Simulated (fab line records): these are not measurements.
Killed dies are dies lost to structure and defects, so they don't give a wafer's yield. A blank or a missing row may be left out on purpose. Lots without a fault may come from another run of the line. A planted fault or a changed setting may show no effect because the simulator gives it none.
Split-lot study | flow berkeley-cmos170 | route with 331 steps; 5 lots, 23 wafers read

SPLIT DETAILS
At UCB170_NSD_EXPOSE_03 (exposes mask NSELECT MOD, target cd 1200 nm), the setting dose-mj was moved away from the recipe's 30 on 8 of the 23 wafers read, by +2.8% to +4.1%. All remaining wafers had this setting at the recipe value.

FROM THE SPLIT TO THE READING: what the file shows between them, 2 steps
- UCB170_NSD_PEB_04
- UCB170_NSD_DEVELOP_05: develop time 45 s

THE READING
Shown in nm: cd-nm at UCB170_NSD_CD_MEAS_06, with target cd 1200 nm. On this fab line, fault-free wafers typically give 1199.9 nm with a standard deviation of 1.2 nm.

wafer  | tool, chamber at the split | dose-mj as run | against the recipe | cd-nm, nm | against lot-mates on the recipe
L075.1 | krf-scanner-01, 0          | 30             | recipe             | 1200.0    | -
L075.3 | krf-scanner-01, 0          | 30             | recipe             | 1199.5    | -
L075.5 | krf-scanner-01, 0          | 30             | recipe             | 1200.3    | -
L076.2 | krf-scanner-01, 0          | 31.24          | +4.1%              | 1206.7    | +7.8
L076.3 | krf-scanner-01, 0          | 30             | recipe             | 1198.5    | -
L076.4 | krf-scanner-01, 0          | 31.24          | +4.1%              | 1207.4    | +8.5
L076.5 | krf-scanner-01, 0          | 30             | recipe             | 1199.3    | -
L076.6 | krf-scanner-01, 0          | 31.24          | +4.1%              | 1207.2    | +8.3
L078.1 | krf-scanner-01, 0          | 30             | recipe             | 1200.8    | -
L078.2 | krf-scanner-01, 0          | 30             | recipe             | 1201.7    | -
L078.4 | krf-scanner-01, 0          | 30             | recipe             | 1200.9    | -
L078.5 | krf-scanner-01, 0          | 30             | recipe             | 1200.5    | -
L078.6 | krf-scanner-01, 0          | 30             | recipe             | 1199.6    | -
L080.1 | krf-scanner-02, 0          | 30             | recipe             | 1199.7    | -
L080.2 | krf-scanner-02, 0          | 30.83          | +2.8%              | 1204.3    | +4.6
L080.3 | krf-scanner-02, 0          | 30             | recipe             | 1199.6    | -
L080.4 | krf-scanner-02, 0          | 30.83          | +2.8%              | 1203.0    | +3.3
L080.5 | krf-scanner-02, 0          | 30.83          | +2.8%              | 1205.0    | +5.3
L084.1 | krf-scanner-02, 0          | 31.12          | +3.7%              | 1205.4    | +5.1
L084.2 | krf-scanner-02, 0          | 31.12          | +3.7%              | 1206.9    | +6.6
L084.3 | krf-scanner-02, 0          | 30             | recipe             | 1199.5    | -
L084.5 | krf-scanner-02, 0          | 30             | recipe             | 1200.2    | -
L084.6 | krf-scanner-02, 0          | 30             | recipe             | 1201.1    | -

FIT RESULTS
A straight line over all 23 wafers: cd-nm changes by +1.63 nm for each +1% of dose-mj; r = +0.96; the points scatter about the line by 0.81 nm.
The same after taking each lot's own level away (the mean of its wafers on the recipe; 23 wafers): +1.8 nm for each +1%; r = +0.97; scatter 0.74 nm.
Per that fit: largest dose-mj move, reading shift of 7.4 nm.
The lots' own levels span 1198.90 to 1200.70 nm, that is 1.5 times the standard deviation above.
Hence the lot-to-lot level has little effect on the slope; both slopes agree.
Check: +7.31 nm against its lot-mates is what the line predicts for one of the wafers moved furthest among these (+4.1%) when that wafer is left out of the fit. It came out at +7.8 nm against them.

OTHER SPLITS ON THESE WAFERS
Note: prior to the reading, these wafers also went through further splits. Each is held against what the fit with the lots' levels taken away leaves over:
other split on the same wafers          | wafers away from the commonest value | r with cd-nm (lot level and that fit taken away)
UCB170_START_OXIDATION_02 ox-time-s     | 15                                   | -0.31
UCB170_PWELL_CVD_05 temp-c              | 18                                   | -0.25
UCB170_WELLDRIVE_OXIDATION_01 ox-time-s | 18                                   | -0.24
UCB170_SCREENOX_OXIDATION_01 ox-time-s  | 10                                   | +0.22
UCB170_NVT_IMPLANT_07 dose-cm2          | 8                                    | +0.32
UCB170_PVT_COAT_01 spin-rpm             | 4                                    | +0.42
UCB170_PLDD_PEB_04 peb-temp-c           | 10                                   | +0.23
UCB170_NLDD_PEB_04 peb-temp-c           | 6                                    | -0.08
UCB170_NLDD_IMPLANT_08 energy-kev       | 8                                    | -0.32

FILE'S OWN FIT
cd-nm changes by +1.76 nm for each +1% of dose-mj, r = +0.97.
